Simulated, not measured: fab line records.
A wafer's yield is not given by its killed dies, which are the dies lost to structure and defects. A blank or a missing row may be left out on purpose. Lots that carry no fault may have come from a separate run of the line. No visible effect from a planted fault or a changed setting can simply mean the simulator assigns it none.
Which of the tools did it? -- flow rit-cmos -- Sampling: 13 lots, 39 wafers, 5 of 202 route steps

WHAT THE GAUGES SHOWED, per wafer
RIT_GATE_CD_MEAS_16: target cd 150 nm.
lot,measured,on,cd-nm (nm)
L143,day 2 19:57,cd-sem-01,145.9 148.3 146.2
L144,day 3 01:11,cd-sem-02,148.4 149.4 150.4
L145,day 3 08:58,cd-sem-01,147.3 150.3 152.4
L146,day 3 12:21,cd-sem-01,149.2 152.2 150.0
L147,day 3 20:44,cd-sem-02,148.0 152.2 150.4
L148,day 4 03:13,cd-sem-01,149.5 151.3 149.4
L150,day 4 11:46,cd-sem-02,153.5 153.7 154.2
L152,day 4 18:58,cd-sem-02,147.5 148.5 146.8
L153,day 5 01:25,cd-sem-01,150.5 154.1 151.4
L159,day 6 00:22,cd-sem-02,151.0 151.3 152.8
L162,day 6 15:51,cd-sem-02,146.5 149.9 148.8
L163,day 6 20:08,cd-sem-02,150.7 151.5 148.7
L166,day 7 14:25,cd-sem-01,153.8 153.1 153.9

RIT_GATE_CD_MEAS_90: target cd 150 nm.
lot,measured,on,cd-nm (nm)
L143,day 2 20:32,cd-sem-01,145.9 148.1 146.1
L144,day 3 01:46,cd-sem-01,148.4 149.9 150.2
L145,day 3 09:33,cd-sem-01,147.5 149.9 152.1
L146,day 3 12:56,cd-sem-01,149.2 152.2 150.2
L147,day 3 21:23,cd-sem-02,148.1 151.8 150.8
L148,day 4 03:49,cd-sem-02,149.5 151.8 149.3
L150,day 4 12:22,cd-sem-02,153.2 153.6 154.4
L152,day 4 19:34,cd-sem-02,147.6 148.7 146.8
L153,day 5 02:01,cd-sem-02,150.3 154.3 151.5
L159,day 6 00:58,cd-sem-02,150.5 151.4 153.1
L162,day 6 16:36,cd-sem-01,146.6 149.9 148.9
L163,day 6 20:46,cd-sem-02,151.1 151.4 148.8
L166,day 7 15:01,cd-sem-01,154.0 153.1 153.3

RIT_SDANNEAL_RS_MEAS_06: uses a four-point probe to measure.
lot,measured,on,PLDD_RS (ohm/sq)
L143,day 3 10:09,film-metro-01,179.6 179.8 179.2
L144,day 3 16:19,film-metro-02,179.2 178.1 178.7
L145,day 3 22:16,film-metro-02,178.9 179.2 178.8
L146,day 4 03:40,film-metro-03,178.5 179.1 178.2
L147,day 4 13:41,film-metro-01,178.9 179.1 179.1
L148,day 4 18:50,film-metro-02,178.1 178.7 178.5
L150,day 5 01:37,film-metro-01,179.3 179.4 179.9
L152,day 5 08:35,film-metro-01,178.1 177.9 177.7
L153,day 5 14:47,film-metro-03,177.1 177.5 177.2
L159,day 6 15:07,film-metro-02,178.7 178.2 178.6
L162,day 7 06:52,film-metro-03,179.0 178.9 178.1
L163,day 7 08:55,film-metro-03,178.9 179.1 178.8
L166,day 8 04:18,film-metro-03,178.5 178.8 178.5

WHICH TOOL RAN EACH LOT (tool, then ch and the chambers of the sampled wafers, then the start)
lot,RIT_PLDD_IMPLANT_08,RIT_PSD_STRIP_09
L143,"implanter-02 ch 0, day 3 03:46","plasma-asher-01 ch 0,1, day 3 09:15"
L144,"implanter-01 ch 0, day 3 09:22","plasma-asher-03 ch 1, day 3 15:23"
L145,"implanter-01 ch 0, day 3 15:43","plasma-asher-03 ch 0,1, day 3 21:20"
L146,"implanter-01 ch 0, day 3 21:01","plasma-asher-04 ch 0,1, day 4 02:45"
L147,"implanter-02 ch 0, day 4 06:53","plasma-asher-01 ch 0,1, day 4 12:42"
L148,"implanter-02 ch 0, day 4 12:08","plasma-asher-01 ch 0,1, day 4 17:57"
L150,"implanter-01 ch 0, day 4 18:36","plasma-asher-01 ch 0,1, day 5 00:41"
L152,"implanter-02 ch 0, day 5 01:52","plasma-asher-01 ch 0,1, day 5 07:42"
L153,"implanter-02 ch 0, day 5 08:08","plasma-asher-01 ch 0,1, day 5 13:53"
L159,"implanter-03 ch 0, day 6 08:02","plasma-asher-01 ch 0,1, day 6 14:07"
L162,"implanter-03 ch 0, day 6 22:56","plasma-asher-03 ch 0,1, day 7 05:56"
L163,"implanter-01 ch 0, day 7 02:28","plasma-asher-03 ch 0,1, day 7 07:57"
L166,"implanter-01 ch 0, day 7 20:49","plasma-asher-03 ch 0,1, day 8 03:23"
- RIT_PLDD_IMPLANT_08
- RIT_PSD_STRIP_09: strips in O2, time 180 s.

AS READ BY THE TOOLS THEMSELVES (means over the sampled wafers that have a number; for cases with no such wafer, the mark the record gives instead)
RIT_PLDD_IMPLANT_08.
lot,tool,dose-ions-cm2
L143,implanter-02,9.002e+14
L144,implanter-01,8.998e+14
L145,implanter-01,9.014e+14
L146,implanter-01,9.005e+14
L147,implanter-02,9.004e+14
L148,implanter-02,8.985e+14
L150,implanter-01,8.999e+14
L152,implanter-02,9.149e+14
L153,implanter-02,9.157e+14
L159,implanter-03,8.989e+14
L162,implanter-03,8.992e+14
L163,implanter-01,8.995e+14
L166,implanter-01,9.022e+14

RIT_PSD_STRIP_09.
lot,tool,drypump-motor-current-A (A)
L143,plasma-asher-01,5.86
L144,plasma-asher-03,5.75
L145,plasma-asher-03,5.65
L146,plasma-asher-04,5.57
L147,plasma-asher-01,5.97
L148,plasma-asher-01,5.84
L150,plasma-asher-01,5.85
L152,plasma-asher-01,5.96
L153,plasma-asher-01,5.84
L159,plasma-asher-01,5.95
L162,plasma-asher-03,5.52
L163,plasma-asher-03,5.62
L166,plasma-asher-03,5.48

THE ANSWER, worked out from the rows above alone
Rule: the lots themselves supply what counts as usual. Put in order of their means at a reading, lots are off if they are a third of the lots or fewer, leave a main group of 4 or more, and stand apart from it by a gap of 3 or more times the standard deviation of the main group's means; of several such gaps the widest counts. If all means in a main group match to the digits the tables above print for the reading, that group is not used. Also off: a lot with no number at a reading for which 4 or more lots have one. Where the step has rows for the other lots, those lots are counted as sound. The gauges are gone through in route order, then the tools' own readings, and for those a lot's mean is taken as printed above. At the first step where some lot is off, the reading lying furthest off is the one used; lots without a number count as furthest.
Off: L152, L153 (RIT_PLDD_IMPLANT_08, dose-ions-cm2). Mean 9.000e+14 and standard deviation 1e+12 in the main group.
A tool fits if, at that step or a process step before it, it ran every lot that is off, and no sound lot after the first of them. One candidate fits, namely implanter-02 at RIT_PLDD_IMPLANT_08. A fault onset in the window from L148 (day 4 12:08, its last sound lot) to L152 (day 5 01:52, its first lot off) fits.
The tool's own readings at RIT_PLDD_IMPLANT_08 bear it out: on the lots that are off they differ by more than 5 times the standard deviation of the sound lots' means. dose-ions-cm2 reads 9.153e+14 there against 9.000e+14 on the sound lots.

WHAT THE SIMULATOR HAD INSERTED
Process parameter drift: implanter-02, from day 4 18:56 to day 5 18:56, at RIT_PLDD_IMPLANT_08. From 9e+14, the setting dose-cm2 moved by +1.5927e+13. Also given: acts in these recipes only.
Lots struck among those shown: L152, L153. Same finding as the rule above.
